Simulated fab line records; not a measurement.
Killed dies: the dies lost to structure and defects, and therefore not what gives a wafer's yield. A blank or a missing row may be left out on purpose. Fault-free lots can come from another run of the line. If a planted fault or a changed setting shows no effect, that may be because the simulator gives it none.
Check of tool commonality | flow rit-cmos | 15 lots and 45 wafers in the sample

## REASON IT WAS OPENED
At RIT_PWELL_OVL_MEAS_06 the reading PWELL_OVL is flagged on 3 of 15 lots. Wafers without a fault read 1.4 nm, standard deviation 1.3.
Rule: a lot gets a flag if all its wafers with a number sit over 4 standard deviations from that mean, or if no wafer of it has a number. As for the other lots, they are considered sound.

lot  | measured    | on         | PWELL_OVL (nm), wafer by wafer | flag
L699 | day 2 04:07 | overlay-02 | 0.6 1.6 1.4                    |
L700 | day 2 08:28 | overlay-01 | 0.4 -0.5 -0.3                  |
L701 | day 2 13:09 | overlay-02 | 1.5 2.5 1.6                    |
L702 | day 2 17:52 | overlay-01 | 2.9 2.8 1.2                    |
L703 | day 2 22:59 | overlay-01 | 0.9 1.6 2.0                    |
L704 | day 3 04:20 | overlay-02 | 0.9 1.1 1.3                    |
L705 | day 3 08:49 | overlay-01 | 2.8 2.5 2.6                    |
L706 | day 3 14:28 | overlay-02 | -1.4 -2.3 -1.2                 |
L707 | day 3 19:17 | overlay-02 | -0.1 0.2 -0.1                  |
L708 | day 4 00:50 | overlay-01 | 0.6 0.3 1.6                    |
L709 | day 4 05:43 | overlay-02 | 1.2 1.1 1.6                    |
L712 | day 4 20:14 | overlay-01 | 2.7 2.6 1.4                    |
L714 | day 5 07:31 | overlay-02 | 361.3 360.5 360.6              | FLAGGED
L718 | day 6 02:02 | overlay-01 | 359.3 361.7 360.2              | FLAGGED
L719 | day 6 08:23 | overlay-01 | 361.4 362.0 362.1              | FLAGGED
The numbers of the flagged lots are 361.0 nm on average: +359.6 nm against the usual, or +99 or more standard deviations.

## LOT BY LOT: THE TOOL USED
The record holds 1 process step before the reading, out of a route of 202 steps. Read each cell as the tool, then ch plus the chambers that the sampled wafers visited, then the start.
lot  | flag    | RIT_PWELL_EXPOSE_03
L699 |         | iline-stepper-01 ch 0, day 2 03:43
L700 |         | iline-stepper-02 ch 0, day 2 08:02
L701 |         | iline-stepper-02 ch 0, day 2 12:43
L702 |         | iline-stepper-02 ch 0, day 2 17:28
L703 |         | iline-stepper-01 ch 0, day 2 22:33
L704 |         | iline-stepper-01 ch 0, day 3 03:55
L705 |         | iline-stepper-01 ch 0, day 3 08:23
L706 |         | iline-stepper-02 ch 0, day 3 14:04
L707 |         | iline-stepper-02 ch 0, day 3 18:49
L708 |         | iline-stepper-01 ch 0, day 4 00:25
L709 |         | iline-stepper-01 ch 0, day 4 05:17
L712 |         | iline-stepper-01 ch 0, day 4 19:49
L714 | FLAGGED | iline-stepper-02 ch 0, day 5 07:05
L718 | FLAGGED | iline-stepper-02 ch 0, day 6 01:35
L719 | FLAGGED | iline-stepper-02 ch 0, day 6 07:55
These steps, and what they do:
- RIT_PWELL_EXPOSE_03: exposes mask M3, target cd 43700 nm.
- RIT_PWELL_OVL_MEAS_06

## FLAGGED AGAINST TOTAL, ONE TOOL AT A TIME (gauges that did the reading follow at the end)
step                  | tool             | lots run | flagged | share of the flagged lots | sound lots run after its first flagged lot
RIT_PWELL_EXPOSE_03   | iline-stepper-01 | 7        | 0       | none                      | -
RIT_PWELL_EXPOSE_03   | iline-stepper-02 | 8        | 3       | all                       | 0
RIT_PWELL_OVL_MEAS_06 | overlay-01       | 8        | 2       | some                      | 0
RIT_PWELL_OVL_MEAS_06 | overlay-02       | 7        | 1       | some                      | 0

## THE TABLE: WHAT IT ALLOWS
All flagged lots share 1 row of the table, namely iline-stepper-02 at RIT_PWELL_EXPOSE_03.
- iline-stepper-02 at RIT_PWELL_EXPOSE_03 ran 8 lots, 3 of them flagged. Its last sound lot is L707 (day 3 18:49), its first flagged lot L714 (day 5 07:05): a fault that began between those two fits.
One tool is left: iline-stepper-02 at RIT_PWELL_EXPOSE_03.

## WHAT THE SIMULATOR HAD PUT IN
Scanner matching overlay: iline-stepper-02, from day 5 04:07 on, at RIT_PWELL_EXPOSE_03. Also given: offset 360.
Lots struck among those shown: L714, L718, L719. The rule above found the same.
